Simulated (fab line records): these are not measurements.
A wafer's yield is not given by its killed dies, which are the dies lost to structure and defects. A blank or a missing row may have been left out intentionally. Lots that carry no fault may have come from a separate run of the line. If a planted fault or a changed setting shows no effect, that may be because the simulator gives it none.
8D (eight disciplines) problem report, filled in by code ; flow berkeley-cmos170 ; the parts of the form that need people (team, actions taken, sign-off) are left out

== 1. WHAT WENT WRONG ==
cd-nm at UCB170_M2_CD_MEAS_15 reads a mean of 684.5 nm on 6 wafers of 2 lots; wafers without a fault read 699.9 nm with a standard deviation of 1.6. Measured from the usual mean, that is -9.7 standard deviations.
The step: target cd 700 nm.
First seen on wafer L910.1, day 13 02:37, on cd-sem-02. The record has a number at this step for 42 wafers belonging to 14 lots. Rule for "out" (also "out of limits"): further than 4 standard deviations from the usual mean. All remaining wafers that have a number are taken as sound.

== 2. WHAT IT IS, WHAT IT ISN'T ==
question;is;is not
which readings at this step;cd-nm;-
which lots;L910, L911;L894, L895, L896, L898, L899, L900, L901, L902, L912, L913, L914, L917
which wafers of those lots;all that have a number;-
read on which gauges;cd-sem-01, cd-sem-02;-
when;from day 13 02:37;"up to then (27 sound wafers); but 9 sound wafers of L912, L914, L917 came after"

== 3. SUSPECTS, AND WHAT RULES EACH OUT ==
Counting: a tool at a process step up to the reading stays a suspect if it ran every lot that is out and no sound lot after the first of them.
- the gauge at UCB170_M2_CD_MEAS_15 has been ruled out. Those wafers that are out were read across 2 gauges (cd-sem-01, cd-sem-02).
- litho-track-01 at UCB170_M2_PEB_13: kept. All lots that are out passed through it, beginning with L910 at day 13 02:20, and no sound lot followed; its final sound lot before that point was L900 at day 10 06:26.
Left after counting: litho-track-01 at UCB170_M2_PEB_13.

== 4. THE CAUSE (what the simulator had put in) ==
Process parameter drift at UCB170_M2_PEB_13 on litho-track-01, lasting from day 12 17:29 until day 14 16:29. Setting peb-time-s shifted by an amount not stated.
After counting, this tool was the only one left.

== 5. THE EFFECT CHAIN, in route order ==
Each row: a reading where the mean over the struck wafers with a number is more than 3 standard deviations away from the usual. Only readings for which the record gives a usual standard deviation are gone through. hours: the time from each lot's start at the first step in this table that gives one to its start at this step, as a median over the lots. sigmas: the change in usual standard deviations.
hours;step;reading;usual;on struck wafers;change;sigmas
0;UCB170_M2_CD_MEAS_15;cd-nm;699.9 nm;684.5;-15.4;-9.7

== 6. WHAT WOULD HAVE CAUGHT IT SOONER ==
The first out-of-limits reading at a measuring or inspecting step in this record came at day 13 02:37, 9 hours after the fault's start at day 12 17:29.
Lots out: 2; of these, L911 started UCB170_M2_PEB_13 on litho-track-01 after day 13 02:37. Had the tool been put on hold then, it would have been spared.
